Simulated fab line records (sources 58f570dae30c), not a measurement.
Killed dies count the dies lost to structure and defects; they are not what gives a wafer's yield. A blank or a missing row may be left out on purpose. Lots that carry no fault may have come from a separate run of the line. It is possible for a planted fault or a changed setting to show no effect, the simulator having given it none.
What tool caused it? | flow berkeley_cmos170 | Sampling: 15 lots, 45 wafers, 4 of 331 route steps

== WHAT EACH GAUGE READ, for each wafer ==
UCB170_PFIELD_TW_MEAS_09.
lot  | measured    | on            | PFIELD_TW
L293 | day 5 06:50 | film_metro-03 | 592 591 593
L294 | day 5 13:57 | film_metro-01 | 601 601 604
L295 | day 5 14:12 | film_metro-01 | 602 600 599
L296 | day 6 08:37 | film_metro-04 | 606 606 606
L297 | day 6 08:55 | film_metro-01 | 601 603 601
L298 | day 6 12:52 | film_metro-01 | 600 600 597
L299 | day 6 21:59 | film_metro-04 | 606 608 604
L301 | day 6 22:09 | film_metro-03 | 595 596 593
L300 | day 6 22:16 | film_metro-01 | 601 600 598
L302 | day 7 10:55 | film_metro-04 | 608 611 608
L304 | day 7 18:06 | film_metro-04 | 609 609 608
L306 | day 8 07:32 | film_metro-01 | 595 606 599
L308 | day 8 07:33 | film_metro-04 | 604 608 605
L309 | day 8 17:55 | film_metro-04 | 607 604 606
L313 | day 9 18:37 | film_metro-03 | 596 595 595

UCB170_SDANNEAL_RS_MEAS_02: measurement is done with a four-point probe.
lot  | measured     | on            | PSD_RS (ohm/sq)
L293 | day 8 06:41  | film_metro-02 | 74.9 75.3 75.4
L294 | day 8 16:08  | film_metro-01 | 75.0 75.0 75.3
L295 | day 8 16:21  | film_metro-03 | 75.9 76.0 75.5
L296 | day 9 02:17  | film_metro-01 | 75.7 75.9 75.7
L297 | day 9 03:14  | film_metro-01 | 75.6 75.7 75.4
L298 | day 9 02:44  | film_metro-02 | 75.5 75.9 75.4
L299 | day 9 19:09  | film_metro-03 | 75.3 75.7 75.4
L301 | day 9 19:34  | film_metro-01 | 75.2 75.7 75.5
L300 | day 9 18:40  | film_metro-01 | 74.9 74.8 74.6
L302 | day 10 01:28 | film_metro-03 | 75.4 75.3 75.5
L304 | day 10 18:25 | film_metro-02 | 71.9 71.9 72.2 71.9 72.0 72.1
L306 | day 11 07:11 | film_metro-01 | 71.8 71.8 71.3 71.9 71.7 71.2
L308 | day 11 06:19 | film_metro-03 | 75.7 75.8 75.3
L309 | day 11 18:29 | film_metro-02 | 71.6 71.9 72.0 71.6 71.8 71.7
L313 | day 12 18:37 | film_metro-03 | 75.7 75.9 75.8

UCB170_SDANNEAL_RS_MEAS_03: measurement is done with a four-point probe.
lot  | measured     | on            | NSD_RS (ohm/sq)
L293 | day 8 06:49  | film_metro-02 | 37.57 37.58 37.47
L294 | day 8 16:16  | film_metro-01 | 37.59 37.49 37.50
L295 | day 8 16:28  | film_metro-03 | 37.61 37.63 37.55
L296 | day 9 02:24  | film_metro-01 | 37.64 37.65 37.57
L297 | day 9 03:22  | film_metro-01 | 37.54 37.51 37.48
L298 | day 9 02:51  | film_metro-02 | 37.67 37.56 37.56
L299 | day 9 19:16  | film_metro-03 | 37.39 37.52 37.41
L301 | day 9 19:41  | film_metro-01 | 37.48 37.53 37.42
L300 | day 9 18:47  | film_metro-01 | 37.60 37.59 37.53
L302 | day 10 01:35 | film_metro-03 | 37.59 37.64 37.62
L304 | day 11 01:49 | film_metro-02 | 36.83 36.87 36.74 36.91 36.95 36.81
L306 | day 11 15:34 | film_metro-01 | 36.64 36.61 36.65 36.66 36.74 36.60
L308 | day 11 06:26 | film_metro-03 | 37.58 37.48 37.49
L309 | day 11 22:16 | film_metro-03 | 36.85 36.81 36.91 36.90 36.81 36.77
L313 | day 12 18:44 | film_metro-03 | 37.52 37.55 37.60

== WHICH TOOL RAN EACH LOT (tool, then ch and the chambers of the sampled wafers, then the start) ==
lot  | UCB170_SDANNEAL_RTA_01
L293 | rtp_anneal-02 ch 0, day 8 06:37
L294 | rtp_anneal-02 ch 0, day 8 16:04
L295 | rtp_anneal-01 ch 0, day 8 16:17
L296 | rtp_anneal-02 ch 0, day 9 02:13
L297 | rtp_anneal-01 ch 0, day 9 03:09
L298 | rtp_anneal-01 ch 0, day 9 02:40
L299 | rtp_anneal-01 ch 0, day 9 19:04
L301 | rtp_anneal-02 ch 0, day 9 19:29
L300 | rtp_anneal-02 ch 0, day 9 18:37
L302 | rtp_anneal-02 ch 0, day 10 01:23
L304 | rtp_anneal-02 ch 0, day 10 18:21
L306 | rtp_anneal-02 ch 0, day 11 07:04
L308 | rtp_anneal-01 ch 0, day 11 06:14
L309 | rtp_anneal-02 ch 0, day 11 18:24
L313 | rtp_anneal-01 ch 0, day 12 18:33
- UCB170_SDANNEAL_RTA_01: time 5 s.

== WHAT THE TOOLS THEMSELVES READ (means of the sampled wafers that have a number; where no wafer has one, the mark that the record gives instead) ==
UCB170_SDANNEAL_RTA_01.
lot  | tool          | anneal_temp_c_max | lamp_power_pct (%) | wafer_temp_C_max
L293 | rtp_anneal-02 | 1052.5            | 34                 | 1057.5
L294 | rtp_anneal-02 | 1052.2            | 34                 | 1057.6
L295 | rtp_anneal-01 | 1054.6            | 44                 | 1053.7
L296 | rtp_anneal-02 | 1053.0            | 34                 | 1055.9
L297 | rtp_anneal-01 | 1055.1            | 44                 | 1053.5
L298 | rtp_anneal-01 | 1056.0            | 44                 | 1054.4
L299 | rtp_anneal-01 | 1053.7            | 44                 | 1053.8
L301 | rtp_anneal-02 | 1052.0            | 34                 | 1056.0
L300 | rtp_anneal-02 | 1052.0            | 34                 | 1056.3
L302 | rtp_anneal-02 | 1052.4            | 34                 | 1055.5
L304 | rtp_anneal-02 | 1052.4            | 34                 | 1057.6
L306 | rtp_anneal-02 | 1052.8            | 34                 | 1056.6
L308 | rtp_anneal-01 | 1054.2            | 44                 | 1054.5
L309 | rtp_anneal-02 | 1052.7            | 34                 | 1056.7
L313 | rtp_anneal-01 | 1055.0            | 44                 | 1053.7

== THE ANSWER, worked out from the rows above alone ==
Rule: what is usual is taken from the lots themselves. Put in order of their means at a reading, lots are off if they are a third of the lots or fewer, leave a main group of 4 or more, and stand apart from it by a gap of 3 or more times the standard deviation of the main group's means; of several such gaps the widest counts. If all means in a main group match to the digits the tables above print for the reading, that group is not used. Also off: a lot with no number at a reading for which 4 or more lots have one. All remaining lots with rows at the step are treated as sound. After the gauges, taken in route order, come the tools' own readings; for these a lot's mean is taken, as printed above. The first step at which some lot is off is used, and at that step the reading that is off furthest; a lot without a number counts as furthest.
Off: L304, L306, L309, at UCB170_SDANNEAL_RS_MEAS_02 (PSD_RS). The main group: mean 75.5 ohm/sq, standard deviation 0.3.
If a tool, at a process step before that reading, ran all the lots that are off and no sound lot after the first of them, it fits. The gauges at UCB170_SDANNEAL_RS_MEAS_02 are tried like those tools. One fits: rtp_anneal-02 at UCB170_SDANNEAL_RTA_01. Its last sound lot is L302 (day 10 01:23), its first lot that is off L304 (day 10 18:21): a fault that began between those two fits.

== WHAT THE SIMULATOR PUT IN ==
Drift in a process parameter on rtp_anneal-02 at UCB170_SDANNEAL_RTA_01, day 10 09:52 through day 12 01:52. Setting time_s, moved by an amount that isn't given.
Lots struck among those shown: L304, L306, L309. The rule above found the same.
